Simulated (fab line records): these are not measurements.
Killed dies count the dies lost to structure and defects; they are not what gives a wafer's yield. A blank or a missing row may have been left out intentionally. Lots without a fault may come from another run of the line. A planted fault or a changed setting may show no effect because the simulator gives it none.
fab line records -- flow rit_cmos
record: lots: 13, wafers: 39, last_day: 7
route steps=202 shown ACTIVE@9 M1@202
lots untouched by any fault: they come from a run of this same line in which no faults occurred
start_h: hours from the record's opening day to when the first of the lot's shown wafers began -- wait_h: hours from the lot's prior step to this one -- " unchanged from the row above -- L1.1+2: a single row standing in for several wafers -- - no value, or no start given -- * or withheld: withheld -- < > ~ a bound
route shown NAME@n: NAME is a module with steps in the file, n the number in the route of the first one -- usual: average and standard deviation across the fault-free wafers -- same: alike in all rows -- chamber/n: place in a boat -- sites: per-site readings -- _std_site: the values' standard deviation -- _edge_site: mean of outer sites minus mean of inner sites -- radius_mm: how far each site lies from the wafer's centre -- mask NAME#n: copy n -- behind: the tool/chamber that last shaped the wafer -- hold: cause of the lot's hold/its duration in hours/its outcome -- device: whichever transistor did not switch (one of n, p or np) -- end of line: at the end of the route, the tests of the same wafers -- for a step that has no rows: nothing shown but its recipe -- killed: count of dies lost to structure and defects at first sort (not the wafer's yield) -- map: shows each die of a wafer: x if killed, . if not, _ if none is there
set.NAME: the setting the step ran with; set.NAME@STEP: the setting that earlier step ran with -- model.NAME: the simulator's own value behind a step, which no gauge read
the route's steps for a sample of lots (tables are steps, rows are wafers)
services: from which hour (start_h, from the record's first day; less than 0 if before it) a tool's chamber was out of use, for how many hours, and why
== steps ==
step: RIT_ACTIVE_EXPOSE_08
recipe: mask_id: M1, na: 0.6, source_shape: conventional, sigma_outer: 0.6, target_cd_nm: 1400, dose_mj: 225
same: na: 0.6
lot.wafer,tool,chamber,start_h,wait_h,mask
L915.1+4+6,iline_stepper-02,0,14.16,0.2,M1#0
L916.2+3+6,iline_stepper-01,0,20.34,0.2,M1#0
L918.3+4+6,iline_stepper-01,0,29.20,0.2,M1#0
L919.1+4+5,iline_stepper-01,0,36.87,0.1,M1#0
L921.1+3+4,iline_stepper-01,0,46.63,0.2,M1#0
L922.1+2+3,iline_stepper-01,0,49.75,0.1,M1#0
L924.1+4+5,iline_stepper-01,0,59.06,0.1,M1#0
L926.1+2+5,iline_stepper-01,0,69.17,0.2,M1_R1#0
L934.2+3+6,iline_stepper-01,0,109.36,0.2,M1#0
L935.1+2+3,iline_stepper-01,0,114.30,0.1,M1#0
L936.1+3+6,iline_stepper-01,0,120.25,0.1,M1#0
L937.1+2+6,iline_stepper-01,0,124.91,0.1,M1#0
L938.4+5+6,iline_stepper-01,0,130.29,0.1,M1#0
step: RIT_ACTIVE_CD_MEAS_11
recipe: target_cd_nm: 1400
usual: cd_nm: 1399.7/2.4
lot.wafer,tool,chamber,start_h,wait_h,cd_nm
L915.1,cd_sem-01,-,14.56,-,1399.9
L915.4,cd_sem-01,-,14.56,-,1403.6
L915.6,cd_sem-01,-,14.56,-,1402.6
L916.2,cd_sem-01,-,20.74,-,1397.1
L916.3,cd_sem-01,-,20.74,-,1395.5
L916.6,cd_sem-01,-,20.74,-,1395.9
L918.3,cd_sem-01,-,29.60,-,1398.5
L918.4,cd_sem-01,-,29.60,-,1398.4
L918.6,cd_sem-01,-,29.60,-,1399.9
L919.1,cd_sem-01,-,37.27,-,1399.0
L919.4,cd_sem-01,-,37.27,-,1402.5
L919.5,cd_sem-01,-,37.27,-,1400.1
L921.1,cd_sem-01,-,47.03,-,1399.9
L921.3,cd_sem-01,-,47.03,-,1399.6
L921.4,cd_sem-01,-,47.03,-,1400.9
L922.1,cd_sem-01,-,50.15,-,1402.5
L922.2,cd_sem-01,-,50.15,-,1401.7
L922.3,cd_sem-01,-,50.15,-,1404.9
L924.1,cd_sem-01,-,59.46,-,1398.9
L924.4,cd_sem-01,-,59.46,-,1397.6
L924.5,cd_sem-01,-,59.46,-,1395.2
L926.1,cd_sem-01,-,69.56,-,1552.1
L926.2,cd_sem-01,-,69.56,-,1552.2
L926.5,cd_sem-01,-,69.56,-,1551.2
L934.2,cd_sem-02,-,109.76,-,1398.8
L934.3,cd_sem-02,-,109.76,-,1400.4
L934.6,cd_sem-02,-,109.76,-,1400.3
L935.1,cd_sem-01,-,114.70,-,1398.2
L935.2,cd_sem-01,-,114.70,-,1397.0
L935.3,cd_sem-01,-,114.70,-,1397.6
L936.1,cd_sem-01,-,120.65,-,1401.0
L936.3,cd_sem-01,-,120.65,-,1399.3
L936.6,cd_sem-01,-,120.65,-,1400.5
L937.1,cd_sem-02,-,125.31,-,1404.0
L937.2,cd_sem-02,-,125.31,-,1400.8
L937.6,cd_sem-02,-,125.31,-,1403.2
L938.4,cd_sem-02,-,130.69,-,1399.9
L938.5,cd_sem-02,-,130.69,-,1399.4
L938.6,cd_sem-02,-,130.69,-,1400.1
step: RIT_M1_PROBE_99
usual: killed_at_contacts: 0.0/0.18, killed_at_front_end: 7/3.4, killed_dies: 7/3.4, killed_on_rim: 1.8/1.3, killed_open: 3.7/2.2, killed_short: 3.6/2.2
same: gross_dies: 264, killed_at_M0_to_M3: 0, killed_at_M4_up: 0, killed_at_back_side: 0, killed_at_other: 0
lot.wafer,tool,chamber,start_h,wait_h,killed_at_contacts,killed_at_front_end,killed_dies,killed_on_rim,killed_open,killed_short
L915.1,prober-02,-,59.17,0.1,0,10,10,1,4,6
L915.4,prober-02,-,59.32,0.2,0,8,8,2,5,3
L915.6,prober-02,-,59.42,0.2,0,7,7,3,5,2
L916.2,prober-01,-,65.91,0.1,0,2,2,1,2,0
L916.3,prober-01,-,65.96,0.2,1,2,3,1,2,1
L916.6,prober-01,-,66.11,0.2,0,4,4,1,3,1
L918.3,prober-01,-,76.39,0.2,0,4,4,2,1,3
L918.4,prober-01,-,76.44,0.2,0,6,6,1,5,1
L918.6,prober-01,-,76.54,0.2,0,11,11,3,7,4
L919.1,prober-02,-,81.73,0.1,0,5,5,4,3,2
L919.4,prober-02,-,81.88,0.2,0,10,10,5,5,5
L919.5,prober-02,-,81.93,0.2,0,9,9,1,5,4
L921.1,prober-02,-,92.52,0.1,0,5,5,2,3,2
L921.3,prober-02,-,92.62,0.2,0,8,8,3,4,4
L921.4,prober-02,-,92.67,0.2,0,8,8,2,5,3
L922.1,prober-01,-,95.77,0.1,0,15,15,6,11,4
L922.2,prober-01,-,95.82,0.1,0,5,5,1,4,1
L922.3,prober-01,-,95.87,0.2,0,8,8,2,4,4
L924.1,prober-01,-,111.22,0.1,0,5,5,0,2,3
L924.4,prober-01,-,111.37,0.2,0,1,1,1,1,0
L924.5,prober-01,-,111.42,0.2,0,5,5,1,2,3
L926.1,prober-01,-,118.60,0.1,0,13,13,6,4,3
L926.2,prober-01,-,118.65,0.1,0,10,10,5,5,2
L926.5,prober-01,-,118.80,0.2,0,28,28,11,11,8
L934.2,prober-01,-,158.18,0.1,0,4,4,1,2,2
L934.3,prober-01,-,158.23,0.2,0,11,11,1,5,6
L934.6,prober-01,-,158.38,0.2,0,7,7,0,4,3
L935.1,prober-02,-,160.92,0.1,0,8,8,3,3,5
L935.2,prober-02,-,160.97,0.1,0,6,6,4,1,5
L935.3,prober-02,-,161.02,0.2,0,4,4,1,1,3
L936.1,prober-01,-,164.06,0.1,0,5,5,0,3,2
L936.3,prober-01,-,164.16,0.2,0,6,6,1,3,3
L937.1,prober-02,-,171.56,0.1,0,7,7,0,2,5
L937.2,prober-02,-,171.61,0.1,0,11,11,2,6,5
L937.6,prober-02,-,171.81,0.2,0,4,4,0,2,2
L938.4,prober-01,-,174.17,0.2,0,9,9,2,3,6
L938.5,prober-01,-,174.22,0.2,0,13,13,4,7,6
L938.6,prober-01,-,174.27,0.2,0,4,4,1,2,2
killed by level:class
L915.1 GATE:geometric_particle:short=3 FOX2:geometric_particle:open=2 FOX1:geometric_particle:short=1 FOX2:geometric_particle:short=1 GATE:geometric_particle:open=1 SILICIDE:geometric_particle:short=1 SILICIDE:geometric_particle:open=1
L915.4 GATE:geometric_particle:open=4 FOX1:geometric_particle:short=2 GATE:geometric_particle:short=1 SPACER:geometric_particle:open=1
L915.6 FOX2:geometric_particle:open=2 SPACER:geometric_particle:open=2 FOX1:geometric_particle:short=1 FOX1:geometric_particle:open=1 FOX2:geometric_particle:short=1
L916.2 REOX:geometric_particle:open=1 SPACER:geometric_particle:open=1
L916.3 GATE:geometric_particle:short=1 GATE:geometric_particle:open=1 CONTACT:geometric_particle:open=1
L916.6 SILICIDE:geometric_particle:open=2 GATE:geometric_particle:open=1 SILICIDE:geometric_particle:short=1
L918.3 FOX1:geometric_particle:short=1 GATE:geometric_particle:short=1 REOX:geometric_particle:open=1 REOX:geometric_particle:short=1
L918.4 GATE:geometric_particle:open=4 REOX:geometric_particle:open=1 SPACER:geometric_particle:short=1
L918.6 REOX:geometric_particle:open=3 GATE:geometric_particle:short=2 SPACER:geometric_particle:short=2 FOX1:geometric_particle:open=1 GATE:geometric_particle:open=1 SPACER:geometric_particle:open=1 SILICIDE:geometric_particle:open=1
L919.1 GATE:geometric_particle:open=2 GATE:geometric_particle:short=2 REOX:geometric_particle:open=1
L919.4 REOX:geometric_particle:open=3 SPACER:geometric_particle:short=3 SPACER:geometric_particle:open=2 SILICIDE:geometric_particle:short=2
L919.5 GATE:geometric_particle:short=3 REOX:geometric_particle:open=2 SPACER:geometric_particle:open=2 GATE:geometric_particle:open=1 SPACER:geometric_particle:short=1
L921.1 GATE:geometric_particle:open=2 FOX1:geometric_particle:short=1 FOX1:geometric_particle:open=1 SILICIDE:geometric_particle:short=1
L921.3 GATE:geometric_particle:open=3 GATE:geometric_particle:short=2 REOX:geometric_particle:short=1 REOX:geometric_particle:open=1 SPACER:geometric_particle:short=1
L921.4 GATE:geometric_particle:open=2 FOX1:geometric_particle:short=1 FOX1:geometric_particle:open=1 SPACER:geometric_particle:short=1 SPACER:geometric_particle:open=1 SILICIDE:geometric_particle:open=1 SILICIDE:geometric_particle:short=1
L922.1 GATE:geometric_particle:open=4 GATE:geometric_particle:short=3 SPACER:geometric_particle:open=3 REOX:geometric_particle:open=2 FOX2:geometric_particle:open=1 REOX:geometric_particle:short=1 SILICIDE:geometric_particle:open=1
L922.2 REOX:geometric_particle:open=2 FOX1:geometric_particle:open=1 GATE:geometric_particle:open=1 GATE:geometric_particle:short=1
L922.3 FOX1:geometric_particle:short=1 FOX2:geometric_particle:short=1 FOX2:geometric_particle:open=1 GATE:geometric_particle:open=1 GATE:geometric_particle:short=1 SPACER:geometric_particle:open=1 SILICIDE:geometric_particle:open=1 SILICIDE:geometric_particle:short=1
L924.1 GATE:geometric_particle:short=2 FOX1:geometric_particle:short=1 GATE:geometric_particle:open=1 SILICIDE:geometric_particle:open=1
L924.4 FOX2:geometric_particle:open=1
L924.5 FOX1:geometric_particle:short=1 FOX1:geometric_particle:open=1 GATE:geometric_particle:short=1 GATE:geometric_particle:open=1 REOX:geometric_particle:short=1
L926.1 ACTIVE:area_expose=6 FOX1:geometric_particle:short=3 GATE:geometric_particle:open=3 FOX1:geometric_particle:open=1
L926.2 ACTIVE:area_expose=3 GATE:geometric_particle:open=2 REOX:geometric_particle:open=2 FOX1:geometric_particle:open=1 FOX1:geometric_particle:short=1 REOX:geometric_particle:short=1
L926.5 ACTIVE:area_expose=9 REOX:geometric_particle:open=3 FOX1:geometric_particle:open=2 FOX2:geometric_particle:open=2 GATE:geometric_particle:short=2 SPACER:geometric_particle:short=2 SILICIDE:geometric_particle:open=2 SILICIDE:geometric_particle:short=2
L934.2 FOX1:geometric_particle:open=1 GATE:geometric_particle:short=1 SPACER:geometric_particle:short=1 SPACER:geometric_particle:open=1
L934.3 FOX2:geometric_particle:short=2 SPACER:geometric_particle:open=2 FOX1:geometric_particle:short=1 FOX1:geometric_particle:open=1 GATE:geometric_particle:open=1 GATE:geometric_particle:short=1 SPACER:geometric_particle:short=1 SILICIDE:geometric_particle:short=1
L934.6 FOX1:geometric_particle:open=1 FOX2:geometric_particle:short=1 GATE:geometric_particle:short=1 GATE:geometric_particle:open=1 SPACER:geometric_particle:short=1 SPACER:geometric_particle:open=1 SILICIDE:geometric_particle:open=1
L935.1 FOX2:geometric_particle:short=3 SPACER:geometric_particle:open=2 REOX:geometric_particle:open=1 REOX:geometric_particle:short=1 SPACER:geometric_particle:short=1
L935.2 SPACER:geometric_particle:short=3 REOX:geometric_particle:open=1 REOX:geometric_particle:short=1 SILICIDE:geometric_particle:short=1
L935.3 FOX1:geometric_particle:short=1 GATE:geometric_particle:short=1 REOX:geometric_particle:open=1 SPACER:geometric_particle:short=1
L936.1 SPACER:geometric_particle:open=2 FOX1:geometric_particle:open=1 FOX1:geometric_particle:short=1 GATE:geometric_particle:short=1
L936.3 FOX1:geometric_particle:open=1 FOX2:geometric_particle:short=1 GATE:geometric_particle:open=1 GATE:geometric_particle:short=1 SPACER:geometric_particle:open=1 SPACER:geometric_particle:short=1
L937.1 GATE:geometric_particle:short=3 FOX1:geometric_particle:short=1 REOX:geometric_particle:open=1 SPACER:geometric_particle:open=1 SPACER:geometric_particle:short=1
L937.2 FOX1:geometric_particle:short=2 GATE:geometric_particle:open=2 GATE:geometric_particle:short=2 SPACER:geometric_particle:open=2 FOX1:geometric_particle:open=1 FOX2:geometric_particle:open=1 SPACER:geometric_particle:short=1
L937.6 GATE:geometric_particle:short=2 REOX:geometric_particle:open=1 SILICIDE:geometric_particle:open=1
L938.4 GATE:geometric_particle:short=4 GATE:geometric_particle:open=2 REOX:geometric_particle:open=1 SPACER:geometric_particle:short=1 SILICIDE:geometric_particle:short=1
L938.5 GATE:geometric_particle:open=3 GATE:geometric_particle:short=3 SILICIDE:geometric_particle:open=2 FOX2:geometric_particle:open=1 FOX2:geometric_particle:short=1 REOX:geometric_particle:short=1 REOX:geometric_particle:open=1 SPACER:geometric_particle:short=1
L938.6 FOX2:geometric_particle:short=1 GATE:geometric_particle:open=1 REOX:geometric_particle:open=1 SILICIDE:geometric_particle:short=1
== services ==
tool,chamber,start_h,hours,kind
iline_stepper-01,-,0.31,2.1,pm
iline_stepper-01,-,2.39,-,consumable_replace:lamp
iline_stepper-01,-,11.45,1.7,pm
iline_stepper-02,-,44.25,6.6,repair
iline_stepper-02,-,106.89,30.5,repair
iline_stepper-02,0,114.04,-,calibration
== key ==
first_sign: step: RIT_ACTIVE_EXPOSE_08, reading: mask, direction: changed
effect: step: RIT_ACTIVE_CD_MEAS_11, reading: cd_nm, direction: up, sigmas: 64, usual: 1399.7, struck: 1551.8
effect: step: RIT_M1_PROBE_99, reading: killed_at_front_end, direction: up, sigmas: 2.8, usual: 7, struck: 17, wafers_moved: 1
more_kills_born_at: RIT_ACTIVE_EXPOSE_08@iline_stepper-01: 18
met_at RIT_ACTIVE_EXPOSE_08
struck_lots L926
tester_left_out L926
onset_between 59.06 69.17
fault: kind: wrong_mask, tool: any, chamber: -, onset_h: 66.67, steps: RIT_ACTIVE_EXPOSE_08, aux_copy: M1_R1#0, cd_offset_nm: 150, scope: struck_lots_only
tester_left_out: of these lots the tester's yield and bins aren't shown, on N5 and GAA mostly nor the transistor test; their killed dies are dies lost to structure and defects alone, not to doping, threshold or leakage, so they don't give the yield
